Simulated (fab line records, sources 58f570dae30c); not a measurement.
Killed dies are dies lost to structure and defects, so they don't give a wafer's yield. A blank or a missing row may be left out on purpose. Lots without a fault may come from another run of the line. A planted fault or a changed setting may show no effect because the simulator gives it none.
Tool commonality check | flow berkeley_cmos170 | 11 lots, 33 wafers sampled

WHY IT WAS OPENED
At UCB170_GATE_OVL_MEAS_13 the reading GATE_OVL is flagged on 3 of 11 lots. Wafers without a fault read -2 nm, standard deviation 5.8.
Rule: a lot is flagged when every wafer of it that has a number lies more than 4 standard deviations from that mean, or none has a number. The other lots count as sound.

lot  | measured     | on         | GATE_OVL (nm), wafer by wafer | flag
L291 | day 7 09:38  | overlay-01 | -4 -5 -5                      |
L293 | day 7 09:41  | overlay-02 | -9 -5 1                       |
L292 | day 7 09:45  | overlay-02 | 5 7 2                         |
L290 | day 7 10:22  | overlay-02 | -4 1 -5                       |
L294 | day 8 03:06  | overlay-02 | 0 -1 -4                       |
L295 | day 8 03:22  | overlay-01 | 8 6 13                        |
L302 | day 9 06:32  | overlay-02 | 34 36 34                      | FLAGGED
L300 | day 9 06:39  | overlay-01 | 35 32 33                      | FLAGGED
L305 | day 10 21:24 | overlay-02 | 32 41 40                      | FLAGGED
L311 | day 12 00:05 | overlay-01 | 12 1 2                        |
L313 | day 12 08:07 | overlay-02 | 0 0 -5                        |
The numbers of the flagged lots are 35 nm on average: +37 nm against the usual, or +6 standard deviations.

WHICH TOOL RAN EACH LOT
The record holds 1 process step before the reading, out of a route of 331 steps. In each cell: the tool, then ch and the chambers that the sampled wafers went through, then the start.
lot  | flag    | UCB170_GATE_EXPOSE_09
L291 |         | krf_scanner-01 ch 0, day 7 08:59
L293 |         | krf_scanner-01 ch 0, day 7 09:08
L292 |         | krf_scanner-01 ch 0, day 7 09:14
L290 |         | krf_scanner-01 ch 0, day 7 09:28
L294 |         | krf_scanner-02 ch 0, day 8 02:14
L295 |         | krf_scanner-01 ch 0, day 8 02:32
L302 | FLAGGED | krf_scanner-02 ch 0, day 9 05:59
L300 | FLAGGED | krf_scanner-02 ch 0, day 9 06:06
L305 | FLAGGED | krf_scanner-02 ch 0, day 10 20:55
L311 |         | krf_scanner-01 ch 0, day 11 22:59
L313 |         | krf_scanner-01 ch 0, day 12 07:37
What these steps do:
- UCB170_GATE_EXPOSE_09: exposes mask POLY, target cd 350 nm.
- UCB170_GATE_OVL_MEAS_13

FLAGGED OVER TOTAL, TOOL BY TOOL (the gauges that took the reading come last)
step                    | tool           | lots run | flagged | share of the flagged lots | sound lots run after its first flagged lot
UCB170_GATE_EXPOSE_09   | krf_scanner-01 | 7        | 0       | none                      | -
UCB170_GATE_EXPOSE_09   | krf_scanner-02 | 4        | 3       | all                       | 0
UCB170_GATE_OVL_MEAS_13 | overlay-01     | 4        | 1       | some                      | 1 (L311)
UCB170_GATE_OVL_MEAS_13 | overlay-02     | 7        | 2       | some                      | 1 (L313)

WHAT THE TABLE ALLOWS
1 row of the table ran every flagged lot: krf_scanner-02 at UCB170_GATE_EXPOSE_09.
- krf_scanner-02 at UCB170_GATE_EXPOSE_09: 3 of its 4 lots flagged. Its last sound lot is L294 (day 8 02:14), its first flagged lot L302 (day 9 05:59): a fault that began between those two fits.
One tool is left: krf_scanner-02 at UCB170_GATE_EXPOSE_09.

WHAT THE SIMULATOR HAD PUT IN
Scanner matching overlay: krf_scanner-02, from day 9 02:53 on, at UCB170_GATE_EXPOSE_09. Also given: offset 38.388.
Lots struck among those shown: L302, L300, L305. The rule above found the same.
